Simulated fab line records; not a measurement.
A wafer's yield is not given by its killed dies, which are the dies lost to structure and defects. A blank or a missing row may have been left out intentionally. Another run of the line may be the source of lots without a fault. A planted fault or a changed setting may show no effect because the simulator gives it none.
The tool behind it: which one? | flow rit cmos | 15 lots with 45 wafers sampled at 2 steps, on a route of 202 steps

## WHAT THE GAUGES SHOWED, per wafer
RIT_GATE_THK_MEAS_07.
lot  | measured    | on            | GATE_OXIDE_THK (nm)
L909 | day 2 14:59 | film metro-01 | 3.12 3.12 3.11
L910 | day 2 18:03 | film metro-04 | 3.13 2.96 3.06
L912 | day 3 06:22 | film metro-03 | 3.68 3.65 3.70
L913 | day 3 08:14 | film metro-04 | 3.11 3.01 3.00
L914 | day 3 21:28 | film metro-04 | 3.63 3.68 3.70
L915 | day 3 21:26 | film metro-01 | 3.70 3.67 3.71
L920 | day 5 03:59 | film metro-03 | 3.04 3.01 3.06
L923 | day 5 13:15 | film metro-01 | 3.02 2.97 3.01
L925 | day 5 23:02 | film metro-04 | 2.93 2.93 2.91
L926 | day 6 04:33 | film metro-04 | 3.10 3.11 3.08
L927 | day 6 07:43 | film metro-01 | 3.11 2.94 3.05
L928 | day 6 10:43 | film metro-03 | 3.00 2.99 2.97
L930 | day 7 02:56 | film metro-03 | 3.11 3.05 3.08
L931 | day 7 06:24 | film metro-01 | 2.97 2.98 2.97
L932 | day 7 15:36 | film metro-03 | 3.06 3.07 3.12

## EACH LOT AND THE TOOL THAT RAN IT (in order: tool; ch and the chambers of the sampled wafers; start)
lot  | RIT_GATE_OXIDATION_05
L909 | furnace-04 ch 0, day 2 13:28
L910 | furnace-01 ch 0, day 2 15:59
L912 | furnace-01 ch 0, day 3 03:04
L913 | furnace-04 ch 0, day 3 06:55
L914 | furnace-01 ch 0, day 3 20:06
L915 | furnace-01 ch 0, day 3 20:06
L920 | furnace-04 ch 0, day 4 22:59
L923 | furnace-03 ch 0, day 5 11:03
L925 | furnace-03 ch 0, day 5 21:41
L926 | furnace-01 ch 0, day 6 02:58
L927 | furnace-04 ch 0, day 6 06:21
L928 | furnace-03 ch 0, day 6 08:28
L930 | furnace-01 ch 0, day 6 21:58
L931 | furnace-04 ch 0, day 7 02:56
L932 | furnace-04 ch 0, day 7 09:12
- RIT_GATE_OXIDATION_05: target thk 3 nm, ox time 270 s.

## WHAT THE TOOLS THEMSELVES READ (means of the sampled wafers that have a number; where no wafer has one, the mark that the record gives instead)
RIT_GATE_OXIDATION_05.
lot  | tool       | spike tc centre C (C) | spike tc load C (C) | spike tc source C (C) | tube center temp C (C) | tube_center_temp_C_max
L909 | furnace-04 | 903.4                 | 922                 | 925.5                 | 900                    | 902.3
L910 | furnace-01 | 902.8                 | 923                 | 922.6                 | 900                    | 902.7
L912 | furnace-01 | 917.5                 | 937                 | 938.6                 | 915                    | 917.5
L913 | furnace-04 | 903.5                 | 920                 | 923.7                 | 900                    | 902.6
L914 | furnace-01 | 917.6                 | 936                 | 937.5                 | 915                    | 917.5
L915 | furnace-01 | 917.4                 | 937                 | 937.0                 | 915                    | 917.2
L920 | furnace-04 | 904.6                 | 922                 | 923.6                 | 900                    | 902.2
L923 | furnace-03 | 903.1                 | 929                 | 925.0                 | 900                    | 902.4
L925 | furnace-03 | 901.6                 | 930                 | 924.6                 | 900                    | 902.4
L926 | furnace-01 | 902.6                 | 922                 | 921.7                 | 900                    | 902.4
L927 | furnace-04 | 902.6                 | 921                 | 924.1                 | 900                    | 902.2
L928 | furnace-03 | 902.3                 | 929                 | 925.9                 | 900                    | 902.2
L930 | furnace-01 | 903.0                 | 923                 | 922.8                 | 900                    | 902.2
L931 | furnace-04 | 903.6                 | 921                 | 924.1                 | 900                    | 902.8
L932 | furnace-04 | 903.9                 | 921                 | 924.0                 | 900                    | 902.3

## THE ANSWER, worked out from the rows above alone
Rule: usual is defined by the lots themselves. Put in order of their means at a reading, lots are off if they are a third of the lots or fewer, leave a main group of 4 or more, and stand apart from it by a gap of 3 or more times the standard deviation of the main group's means; of several such gaps the widest counts. A main group is skipped when, at the precision printed for the reading in the tables above, its means are all equal. A lot without any number at a reading at which 4 lots or more have one is off too. Where the step has rows for the other lots, those lots are counted as sound. First the gauges in route order, then the tools' own readings, where a lot's mean is used as printed above. At the first step where some lot is off, the reading lying furthest off is the one used; lots without a number count as furthest.
Off: L912, L914, L915, at RIT_GATE_THK_MEAS_07 (GATE_OXIDE_THK). Mean 3.04 nm and standard deviation 0.054 in the main group.
If a tool, at a process step before that reading, ran all the lots that are off and no sound lot after the first of them, it fits. Not tried: the gauges at RIT_GATE_THK_MEAS_07; whatever is off there is also off at RIT_GATE_OXIDATION_05, on other tools, and gauge error can't account for it. None of those tried fits.

## WHAT HAD BEEN PUT IN BY THE SIMULATOR
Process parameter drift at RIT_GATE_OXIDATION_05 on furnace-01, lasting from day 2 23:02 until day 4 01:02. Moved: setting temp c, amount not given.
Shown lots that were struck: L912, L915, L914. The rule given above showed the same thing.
